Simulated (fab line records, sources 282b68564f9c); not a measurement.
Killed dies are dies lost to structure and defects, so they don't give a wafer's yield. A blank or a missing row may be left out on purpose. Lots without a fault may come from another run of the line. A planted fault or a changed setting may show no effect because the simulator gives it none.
A struck lot beside a sound one | flow rit_cmos | 15 steps out of a route of 202
Sound: wafers L534.3, L534.4, L534.6. Struck: wafers L543.1, L543.2, L543.6. The cause comes at the end.
At each step with rows: each side's tool, then ch and its chambers, then its first start. Under that, the readings that differ: sound wafers | struck wafers | difference of the means | sigmas: that difference in standard deviations of wafers without a fault.
alike: readings whose means differ by less than 2 such deviations, and words and numbers that are the same on both sides. not compared: withheld readings, readings that some wafer has no value for, bounds like >300 that may hide the same value, and numbers for which the record gives no deviation and whose values overlap.
The two part at a step that has a row with sigmas, a row that says differs or no value, or rows on one side only. Numbers that don't overlap but have no deviation are shown without sigmas and don't part them. A reading that every wafer of one side lacks parts them only if that side has two wafers or more.

first, 1 step without rows for these wafers: RIT_ACTIVE_OXIDATION_01 (target thk 46.8 nm, ox time 3360 s).
RIT_ACTIVE_THK_MEAS_02:
  sound on film_metro-04, day 1 12:04; struck on film_metro-04, day 3 09:03
  alike: ACTIVE_OXIDE_THK
then, 1 step without rows for these wafers: RIT_ACTIVE_CVD_03 (deposits Si3N4 from SiH2Cl2/NH3, target thk 150 nm, time 1500 s).
RIT_ACTIVE_THK_MEAS_04:
  sound on film_metro-04, day 1 13:33; struck on film_metro-04, day 3 10:32
  reading                 | sound             | struck            | difference | sigmas
  ACTIVE_NITRIDE_THK (nm) | 151.4 151.7 153.9 | 147.8 148.0 148.6 | -4.2       | -2
then, 6 steps without rows for these wafers: RIT_ACTIVE_HMDS_05 (prime time 60 s); RIT_ACTIVE_COAT_06 (resist thk 1000 nm); RIT_ACTIVE_SOFTBAKE_07 (time 60 s); RIT_ACTIVE_EXPOSE_08 (exposes mask M1, target cd 1400 nm); RIT_ACTIVE_PEB_09; RIT_ACTIVE_DEVELOP_10 (develop time 50 s).
RIT_ACTIVE_CD_MEAS_11: target cd 1400 nm.
  sound on cd_sem-01, day 1 14:29; struck on cd_sem-02, day 3 11:26
  alike: cd_nm
then, 1 step without rows for these wafers: RIT_ACTIVE_HARDBAKE_12 (time 60 s).
RIT_ACTIVE_ETCH_13: etches Si3N4 in SF6, stops on SiO2, time 210 s, target depth 210 nm.
  sound on rie_diel-03 ch 0,3, day 1 14:43; struck on rie_diel-03 ch 0,3, day 3 11:43
  reading                        | sound                | struck               | difference | sigmas
  chamber_pressure_mTorr (mTorr) | 260.04 260.08 259.97 | 312.13 311.93 311.86 | +51.94     | +99 or more
  alike: drypump_motor_current_A, oes_product_au, throttle_valve_pct
  not compared: rf_hours_counter_h
RIT_ACTIVE_STRIP_14: strips in O2, time 180 s.
  sound on plasma_asher-02 ch 0,1, day 1 14:54; struck on plasma_asher-01 ch 0,1, day 3 11:50
  alike: chamber_pressure_mTorr, drypump_motor_current_A, rf_refl_power_W
  not compared: rf_hours_counter_h
RIT_M1_PROBE_99:
  sound on prober-01, day 3 09:38; struck on prober-02, day 5 05:43
  alike: killed_at_contacts, killed_at_front_end, killed_dies, killed_on_rim, killed_open, killed_short

WHERE THEY PART
First at RIT_ACTIVE_THK_MEAS_04; last, within this record, at RIT_ACTIVE_ETCH_13. Later steps at which nothing parts them and some readings are alike: RIT_ACTIVE_STRIP_14, RIT_M1_PROBE_99.

WHY: what the simulator had put in
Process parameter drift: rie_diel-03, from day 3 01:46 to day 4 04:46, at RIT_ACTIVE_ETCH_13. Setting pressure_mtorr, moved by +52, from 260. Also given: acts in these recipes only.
